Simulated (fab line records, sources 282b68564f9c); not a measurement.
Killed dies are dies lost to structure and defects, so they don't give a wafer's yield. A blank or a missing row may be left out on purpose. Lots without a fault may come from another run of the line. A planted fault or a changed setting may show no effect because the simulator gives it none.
Problem report in the 8D (eight disciplines) form, filled by code | flow rit_cmos | the parts of the form that need people (team, actions taken, sign-off) are left out

1. THE PROBLEM
NRETRO_TW at RIT_NRETRO_TW_MEAS_10 reads a mean of 1134 on 6 wafers of 2 lots; wafers without a fault read 1054 with a standard deviation of 7.2. That is +11 standard deviations from the usual mean.
First seen on wafer L801.2, day 5 14:59, on film_metro-01. The record holds 42 wafers of 14 lots with a number at this step. Rule for "out", or "out of limits": more than 4 standard deviations from the usual mean. The other wafers with a number count as sound.

2. WHAT IT IS AND WHAT IT IS NOT
question                    | is                     | is not
which readings at this step | NRETRO_TW              | -
which lots                  | L801, L802             | L785, L786, L787, L788, L789, L792, L794, L795, L796, L800, L803, L804
which wafers of those lots  | all that have a number | -
read on which gauges        | film_metro-01          | film_metro-02, film_metro-03
when                        | from day 5 14:59       | up to then (30 sound wafers); but 6 sound wafers of L803, L804 came after

3. SUSPECTS, AND WHAT RULES EACH OUT
Counting: a tool at a process step up to the reading stays a suspect if it ran every lot that is out and no sound lot after the first of them.
- the gauge at RIT_NRETRO_TW_MEAS_10: ruled out. All the wafers that are out were read on film_metro-01, but those of them that RIT_NRETRO_IMPLANT_08 has rows for are out there too, on other tools.
- implanter-03 at RIT_NRETRO_IMPLANT_08: kept. It ran every lot that is out, first L801 (day 5 14:41), and no sound lot after that; its last sound lot up to then is L796 (day 4 18:08). Its own readings are out on those wafers: beam_energy_keV.
Left after counting: implanter-03 at RIT_NRETRO_IMPLANT_08.

4. THE CAUSE (what the simulator had put in)
Process parameter drift: implanter-03, from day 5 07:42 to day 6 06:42, at RIT_NRETRO_IMPLANT_08. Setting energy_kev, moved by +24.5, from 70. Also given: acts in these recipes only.
Counting left only this tool.

5. THE CHAIN OF EFFECTS, in route order
Each row: a reading whose mean over the struck wafers that have a number lies more than 3 standard deviations from the usual. Only readings for which the record gives a usual standard deviation are gone through. hours: the time from each lot's start at the first step in this table that gives one to its start at this step, as a median over the lots. sigmas: the change in usual standard deviations.
hours | step                  | reading         | usual  | on struck wafers | change  | sigmas
0     | RIT_NRETRO_IMPLANT_08 | beam_energy_keV | 69.996 | 94.477           | +24.481 | +99 or more
0     | RIT_NRETRO_TW_MEAS_10 | NRETRO_TW       | 1054   | 1134             | +80     | +11
The process steps in it:
- RIT_NRETRO_IMPLANT_08

6. WHAT WOULD HAVE CAUGHT IT SOONER
In this record the first reading out of limits at a measuring or inspecting step was taken at day 5 14:59, 7 hours after the fault began at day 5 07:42.
The tool's own readings at RIT_NRETRO_IMPLANT_08 were out on every struck wafer that the step has a row for (beam_energy_keV): an alarm limit on them would have fired on the first of those.
Of the lots that are out (2), L802 began RIT_NRETRO_IMPLANT_08 on implanter-03 after day 5 14:59. A hold on the tool at that time would have spared it.
